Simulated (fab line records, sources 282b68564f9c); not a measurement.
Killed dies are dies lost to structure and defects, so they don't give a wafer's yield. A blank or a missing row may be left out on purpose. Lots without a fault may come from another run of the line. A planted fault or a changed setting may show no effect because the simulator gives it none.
fab line records | flow rit_cmos
record lots=6 wafers=18 last_day=7
route steps=202 shown PSD@152 SDANNEAL@153 NSD@158 PLDD@159 NLDD@160 SILICIDE@161 M1@202
lots that met no fault: from a run of the same line without faults
start_h: hours from the record's first day to the start of the lot's first wafer shown | wait_h: hours since the lot's step before | " the same as in the row above | L1.1+2: a row that stands for several wafers | - no value, or no start given | * or withheld: withheld | < > ~ a bound
route shown NAME@n: a module of which the file shows steps, and the number in the route of the first | usual: mean/standard deviation of fault-free wafers | same: alike in all rows | chamber/n: place in a boat | sites: the reading at each site | _std_site: their standard deviation | _edge_site: outer sites' mean less inner sites' | radius_mm: how far each site lies from the wafer's centre | mask NAME#n: copy n | behind: the tool/chamber that last shaped the wafer | hold: why the lot was held/for how many hours/how that ended | device: the transistor (n, p or np) that didn't switch | end of line: the same wafers' tests at the end of the route | a step without rows: its recipe alone | killed: dies lost to structure and defects at the first sort, not the wafer's yield | map: a wafer's dies, x killed, . not, _ none there
set.NAME: the setting as run; set.NAME@STEP: as run at that earlier step | model.NAME: the simulator's own value behind a step, which no gauge read
lots at some steps of the route; a table a step, a row a wafer
services: from which hour (start_h, from the record's first day; less than 0 if before it) a tool's chamber was out of use, for how many hours, and why
## steps
# step RIT_PSD_TW_MEAS_10
# usual PSD_TW=3413/34
# columns lot.wafer tool chamber start_h wait_h PSD_TW
L426.4 film_metro-01 - 60.90 0.1 3441
L426.5 " - " " 3443
L426.6 " - " " 3445
L432.2 film_metro-03 - 94.39 0.1 3361
L432.3 " - " " 3373
L432.6 " - " " 3377
L433.2 film_metro-04 - 96.90 0.1 3431
L433.5 " - " " 3437
L433.6 " - " " 3435
L443.2 film_metro-01 - 148.79 0.1 3435
L443.4 " - " " 3416
L443.5 " - " " 3423
L445.2 film_metro-01 - 154.58 0.1 3465
L445.4 " - " " 3438
L445.6 " - " " 3453
L447.3 film_metro-03 - 164.00 0.1 3364
L447.4 " - " " 3376
L447.5 " - " " 3369
# step RIT_SDANNEAL_CLEAN_00
# recipe chemistry=SC1 mix=3:3:50 time_s=600 temp_c=75.53
# step RIT_SDANNEAL_CLEAN_01
# recipe chemistry=dHF dilution=50:1 time_s=30
# step RIT_SDANNEAL_CLEAN_02
# recipe chemistry=SC2 mix=3:3:50 time_s=600 temp_c=75 dry=n2_spin
# step RIT_SDANNEAL_RTA_03
# recipe temp_c=1050 time_s=5 idle_temp_c=600 ramp_up_c_per_s=342 ramp_down_c_per_s=171 cool_to_c=600 ambient=N2
# usual wafer_temp_C_max=1053.4/0.99
# columns lot.wafer tool chamber start_h wait_h wafer_temp_C_max
L426.4 rtp_anneal-02 0 61.36 0.0 1052.8
L426.5 " 0 " " 1053.4
L426.6 " 0 " " 1052.3
L432.2 rtp_anneal-02 0 94.82 0.0 1054.1
L432.3 " 0 " " 1053.3
L432.6 " 0 " " 1052.0
L433.2 rtp_anneal-01 0 97.33 0.0 1054.7
L433.5 " 0 " " 1054.5
L433.6 " 0 " " 1052.8
L443.2 rtp_anneal-01 0 149.57 0.0 1053.1
L443.4 " 0 " " 1054.7
L443.5 " 0 " " 1054.5
L445.2 rtp_anneal-01 0 155.01 0.0 1053.4
L445.4 " 0 " " 1054.4
L445.6 " 0 " " 1052.9
L447.3 rtp_anneal-01 0 164.43 0.0 1053.9
L447.4 " 0 " " 1053.4
L447.5 " 0 " " 1053.0
# step RIT_SDANNEAL_RS_MEAS_04
# recipe thk_meas_gauge=four-point-probe
# usual PSD_RS=115.9/0.33
# columns lot.wafer tool chamber start_h wait_h PSD_RS[ohm/sq]
L426.4 film_metro-04 - 61.45 0.1 116.1
L426.5 " - " " 116.1
L426.6 " - " " 115.9
L432.2 film_metro-01 - 94.88 0.1 115.3
L432.3 " - " " 115.3
L432.6 " - " " 115.3
L433.2 film_metro-03 - 97.39 0.1 116.1
L433.5 " - " " 116.1
L433.6 " - " " 116.6
L443.2 film_metro-01 - 149.64 0.1 116.1
L443.4 " - " " 115.8
L443.5 " - " " 115.6
L445.2 film_metro-03 - 155.08 0.1 115.8
L445.4 " - " " 116.0
L445.6 " - " " 115.8
L447.3 film_metro-01 - 164.51 0.1 115.6
L447.4 " - " " 116.0
L447.5 " - " " 115.7
# step RIT_SDANNEAL_RS_MEAS_05
# recipe thk_meas_gauge=four-point-probe
# usual NSD_RS=83.05/0.28
# columns lot.wafer tool chamber start_h wait_h NSD_RS[ohm/sq]
L426.4 film_metro-04 - 61.57 0.1 83.49
L426.5 " - " " 83.60
L426.6 " - " " 83.57
L432.2 film_metro-01 - 95.00 0.1 82.42
L432.3 " - " " 82.50
L432.6 " - " " 82.24
L433.2 film_metro-03 - 97.51 0.1 83.65
L433.5 " - " " 83.33
L433.6 " - " " 83.52
L443.2 film_metro-01 - 149.76 0.1 82.70
L443.4 " - " " 82.85
L443.5 " - " " 83.00
L445.2 film_metro-03 - 155.20 0.1 83.13
L445.4 " - " " 83.00
L445.6 " - " " 82.97
L447.3 film_metro-01 - 164.63 0.1 82.81
L447.4 " - " " 82.65
L447.5 " - " " 83.12
# step RIT_SDANNEAL_RS_MEAS_06
# recipe thk_meas_gauge=four-point-probe
# usual PLDD_RS=180.2/0.58
# columns lot.wafer tool chamber start_h wait_h PLDD_RS[ohm/sq]
L426.4 film_metro-04 - 61.69 0.1 179.7
L426.5 " - " " 180.1
L426.6 " - " " 180.4
L432.2 film_metro-01 - 95.12 0.1 178.9
L432.3 " - " " 179.1
L432.6 " - " " 179.4
L433.2 film_metro-03 - 97.63 0.1 180.2
L433.5 " - " " 180.4
L433.6 " - " " 179.9
L443.2 film_metro-01 - 149.88 0.1 179.9
L443.4 " - " " 180.0
L443.5 " - " " 179.8
L445.2 film_metro-03 - 155.32 0.1 180.3
L445.4 " - " " 180.7
L445.6 " - " " 180.6
L447.3 film_metro-01 - 164.75 0.1 179.9
L447.4 " - " " 179.8
L447.5 " - " " 180.0
# step RIT_SDANNEAL_RS_MEAS_07
# recipe thk_meas_gauge=four-point-probe
# usual NLDD_RS=151.7/0.59
# columns lot.wafer tool chamber start_h wait_h NLDD_RS[ohm/sq]
L426.4 film_metro-04 - 61.81 0.1 151.0
L426.5 " - " " 151.7
L426.6 " - " " 151.5
L432.2 film_metro-01 - 95.24 0.1 151.3
L432.3 " - " " 151.9
L432.6 " - " " 151.6
L433.2 film_metro-03 - 97.75 0.1 152.0
L433.5 " - " " 151.8
L433.6 " - " " 151.9
L443.2 film_metro-01 - 150.00 0.1 151.3
L443.4 " - " " 151.9
L443.5 " - " " 151.4
L445.2 film_metro-03 - 155.44 0.1 151.4
L445.4 " - " " 151.7
L445.6 " - " " 151.8
L447.3 film_metro-01 - 164.87 0.1 152.1
L447.4 " - " " 152.0
L447.5 " - " " 151.8
# step RIT_SILICIDE_WET_ETCH_00
# recipe chemistry=BOE target=SiO2 target_depth_nm=14 time_s=15 dry=n2_spin dilution=10:1 temp_c=21.5
# step RIT_SILICIDE_SPUTTER_01
# recipe material=Ti target_thk_nm=30 power_w=350 chamber_pressure_pa=0.667 gas=Ar time_s=240 substrate_temp_c=25
# usual chamber_pressure_pa=0.6672/0.0014 throttle_valve_pct=30.3/0.63
# columns lot.wafer tool chamber start_h wait_h chamber_pressure_pa throttle_valve_pct
L426.4 pvd_sputter-02 - 61.88 0.0 0.6692 29.8
L426.5 " - " " 0.6672 30.4
L426.6 " - " " 0.6667 29.9
L432.2 pvd_sputter-02 - 95.36 0.0 0.6654 29.7
L432.3 " - " " 0.6662 31.2
L432.6 " - " " 0.6650 31.2
L433.2 pvd_sputter-04 - 97.87 0.0 0.6666 30.1
L433.5 " - " " 0.6654 30.3
L433.6 " - " " 0.6684 31.9
L443.2 pvd_sputter-01 - 150.11 0.0 0.6677 31.2
L443.4 " - " " 0.6673 30.2
L443.5 " - " " 0.6688 29.4
L445.2 pvd_sputter-01 - 155.55 0.0 0.6687 29.3
L445.4 " - " " 0.6689 29.5
L445.6 " - " " 0.6675 31.2
L447.3 pvd_sputter-02 - 164.96 0.0 0.6662 31.2
L447.4 " - " " 0.6677 29.9
L447.5 " - " " 0.6691 29.9
# step RIT_SILICIDE_RS_MEAS_02
# recipe thk_meas_gauge=four-point-probe reads=Ti_of_SILICIDE_SPUTTER_01
# usual SILICIDE_TI_RS=47.6/0.62
# columns lot.wafer tool chamber start_h wait_h SILICIDE_TI_RS[ohm/sq]
L426.4 film_metro-03 - 62.09 0.1 48.0
L426.5 " - " " 47.3
L426.6 " - " " 48.1
L432.2 film_metro-02 - 95.53 0.1 47.3
L432.3 " - " " 47.6
L432.6 " - " " 47.6
L433.2 film_metro-01 - 98.04 0.1 48.1
L433.5 " - " " 46.9
L433.6 " - " " 48.1
L443.2 film_metro-01 - 150.28 0.1 47.2
L443.4 " - " " 46.6
L443.5 " - " " 47.2
L445.2 film_metro-01 - 155.72 0.1 48.0
L445.4 " - " " 47.6
L445.6 " - " " 47.0
L447.3 film_metro-02 - 165.15 0.1 48.7
L447.4 " - " " 48.6
L447.5 " - " " 48.2
# step RIT_SILICIDE_THK_MEAS_03
# recipe thk_meas_gauge=xrf reads=Ti_of_SILICIDE_SPUTTER_01
# usual SILICIDE_TI_THK=29.7/0.32
# columns lot.wafer tool chamber start_h wait_h SILICIDE_TI_THK[nm]
L426.4 film_metro-03 - 62.18 0.1 29.5
L426.5 " - " " 29.8
L426.6 " - " " 29.4
L432.2 film_metro-02 - 95.64 0.1 29.9
L432.3 " - " " 29.7
L432.6 " - " " 29.6
L433.2 film_metro-01 - 98.15 0.1 29.4
L433.5 " - " " 30.1
L433.6 " - " " 29.6
L443.2 film_metro-01 - 150.39 0.1 31.0
L443.4 " - " " 31.3
L443.5 " - " " 30.9
L445.2 film_metro-01 - 155.83 0.1 30.8
L445.4 " - " " 31.0
L445.6 " - " " 31.2
L447.3 film_metro-02 - 165.25 0.1 29.2
L447.4 " - " " 29.1
L447.5 " - " " 29.4
# step RIT_SILICIDE_RTA_04
# recipe temp_c=650 time_s=10 idle_temp_c=25 ramp_up_s=5 ramp_down_s=5 cool_to_c=25 ambient=N2
# usual wafer_temp_C_max=653.6/1.7
# columns lot.wafer tool chamber start_h wait_h wafer_temp_C_max
L426.4 rtp_anneal-01 0 62.25 0.1 653.6
L426.5 " 0 " " 651.7
L426.6 " 0 " " 651.7
L432.2 rtp_anneal-01 0 95.70 0.1 651.8
L432.3 " 0 " " 651.7
L432.6 " 0 " " 651.4
L433.2 rtp_anneal-02 0 98.21 0.1 655.8
L433.5 " 0 " " 655.7
L433.6 " 0 " " 655.3
L443.2 rtp_anneal-02 0 150.45 0.1 653.6
L443.4 " 0 " " 654.4
L443.5 " 0 " " 656.3
L445.2 rtp_anneal-02 0 155.89 0.1 653.7
L445.4 " 0 " " 654.2
L445.6 " 0 " " 654.6
L447.3 rtp_anneal-02 0 165.31 0.1 654.9
L447.4 " 0 " " 655.2
L447.5 " 0 " " 655.2
# step RIT_M1_PROBE_99
# usual killed_at_contacts=0.1/0.29 killed_at_front_end=7/3 killed_dies=7/3 killed_open=3.2/2 killed_short=3.5/2.1
# same gross_dies=264 killed_at_M0_to_M3=0 killed_at_M4_up=0 killed_at_back_side=0 killed_at_other=0
# columns lot.wafer tool chamber start_h wait_h killed_at_contacts killed_at_front_end killed_dies killed_open killed_short
L426.4 prober-02 - 70.20 0.2 0 11 11 1 10
L426.5 prober-02 - 70.25 0.2 0 12 12 6 6
L426.6 prober-02 - 70.30 0.2 0 6 6 3 3
L432.2 prober-02 - 102.30 0.1 0 6 6 2 4
L432.3 prober-02 - 102.35 0.2 0 5 5 3 2
L432.6 prober-02 - 102.50 0.2 0 7 7 2 5
L433.2 prober-01 - 105.04 0.1 0 5 5 3 2
L433.5 prober-01 - 105.19 0.2 0 4 4 2 2
L433.6 prober-01 - 105.24 0.2 0 7 7 6 1
L443.2 prober-01 - 158.72 0.1 0 15 15 8 7
L443.4 prober-01 - 158.82 0.2 0 6 6 3 3
L443.5 prober-01 - 158.87 0.2 1 6 7 3 4
L445.2 prober-01 - 164.36 0.1 0 3 3 1 2
L445.4 prober-01 - 164.46 0.2 0 4 4 1 3
L445.6 prober-01 - 164.56 0.2 0 5 5 3 2
L447.3 prober-01 - 173.41 0.2 0 5 5 3 2
L447.4 prober-01 - 173.46 0.2 0 8 8 4 4
L447.5 prober-01 - 173.51 0.2 1 8 9 3 6
# killed by level:class
L426.4 GATE:geometric_particle:short=3 SILICIDE:geometric_particle:short=3 FOX1:geometric_particle:short=1 FOX2:geometric_particle:short=1 REOX:geometric_particle:short=1 SPACER:geometric_particle:short=1 SPACER:geometric_particle:open=1
L426.5 FOX1:geometric_particle:open=2 FOX1:geometric_particle:short=2 GATE:geometric_particle:short=2 REOX:geometric_particle:open=2 GATE:geometric_particle:open=1 REOX:geometric_particle:short=1 SILICIDE:geometric_particle:open=1 SILICIDE:geometric_particle:short=1
L426.6 GATE:geometric_particle:open=3 FOX1:geometric_particle:short=1 GATE:geometric_particle:short=1 REOX:geometric_particle:short=1
L432.2 SPACER:geometric_particle:short=2 FOX1:geometric_particle:open=1 GATE:geometric_particle:short=1 REOX:geometric_particle:open=1 REOX:geometric_particle:short=1
L432.3 SPACER:geometric_particle:open=2 ACTIVE:geometric_particle:short=1 FOX2:geometric_particle:open=1 SPACER:geometric_particle:short=1
L432.6 GATE:geometric_particle:short=3 FOX1:geometric_particle:open=1 FOX2:geometric_particle:open=1 REOX:geometric_particle:short=1 SPACER:geometric_particle:short=1
L433.2 GATE:geometric_particle:open=3 SILICIDE:geometric_particle:short=2
L433.5 FOX2:geometric_particle:short=1 GATE:geometric_particle:short=1 SPACER:geometric_particle:open=1 SILICIDE:geometric_particle:open=1
L433.6 GATE:geometric_particle:open=4 FOX1:geometric_particle:short=1 FOX1:geometric_particle:open=1 SPACER:geometric_particle:open=1
L443.2 GATE:geometric_particle:short=3 GATE:geometric_particle:open=3 REOX:geometric_particle:short=2 REOX:geometric_particle:open=2 SPACER:geometric_particle:open=2 FOX1:geometric_particle:short=1 SPACER:geometric_particle:short=1 SILICIDE:geometric_particle:open=1
L443.4 SPACER:geometric_particle:short=3 GATE:geometric_particle:open=2 REOX:geometric_particle:open=1
L443.5 GATE:geometric_particle:short=2 GATE:geometric_particle:open=1 REOX:geometric_particle:short=1 SPACER:geometric_particle:open=1 SILICIDE:geometric_particle:short=1 CONTACT:geometric_particle:open=1
L445.2 GATE:geometric_particle:open=1 GATE:geometric_particle:short=1 SILICIDE:geometric_particle:short=1
L445.4 GATE:geometric_particle:short=2 FOX1:geometric_particle:short=1 GATE:geometric_particle:open=1
L445.6 FOX1:geometric_particle:short=1 GATE:geometric_particle:open=1 REOX:geometric_particle:open=1 SPACER:geometric_particle:open=1 SILICIDE:geometric_particle:short=1
L447.3 FOX1:geometric_particle:open=1 GATE:geometric_particle:open=1 SPACER:geometric_particle:open=1 SPACER:geometric_particle:short=1 SILICIDE:geometric_particle:short=1
L447.4 GATE:geometric_particle:short=2 GATE:geometric_particle:open=2 FOX2:geometric_particle:open=1 FOX2:geometric_particle:short=1 REOX:geometric_particle:open=1 SPACER:geometric_particle:short=1
L447.5 GATE:geometric_particle:short=4 FOX1:geometric_particle:short=1 FOX2:geometric_particle:short=1 GATE:geometric_particle:open=1 SILICIDE:geometric_particle:open=1 CONTACT:geometric_particle:open=1
## services
# columns tool chamber start_h hours kind
pvd_sputter-02 - 58.36 3.3 repair
pvd_sputter-04 - 108.99 6.9 repair
pvd_sputter-01 - 159.48 7.6 repair
## key
first_sign step=RIT_SILICIDE_THK_MEAS_03 reading=SILICIDE_TI_THK direction=up sigmas=4.1 usual=29.7 struck=31.0
effect none on later readings
met_at RIT_SILICIDE_THK_MEAS_03
struck_wafers L443.2,L443.4,L443.5,L445.2,L445.4,L445.6
tester_left_out L443,L445
onset_between 98.15 150.39
also_fits RIT_PSD_TW_MEAS_10:film_metro-01,RIT_SILICIDE_SPUTTER_01:pvd_sputter-01,RIT_SILICIDE_RS_MEAS_02:film_metro-01
fault kind=metrology_matching_offset tool=film_metro-01 chamber=- onset_h=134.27 steps=RIT_SILICIDE_THK_MEAS_03 param=thk_nm offset=1.0785
# tester_left_out: of these lots the tester's yield and bins aren't shown, on N5 and GAA mostly nor the transistor test; their killed dies are dies lost to structure and defects alone, not to doping, threshold or leakage, so they don't give the yield
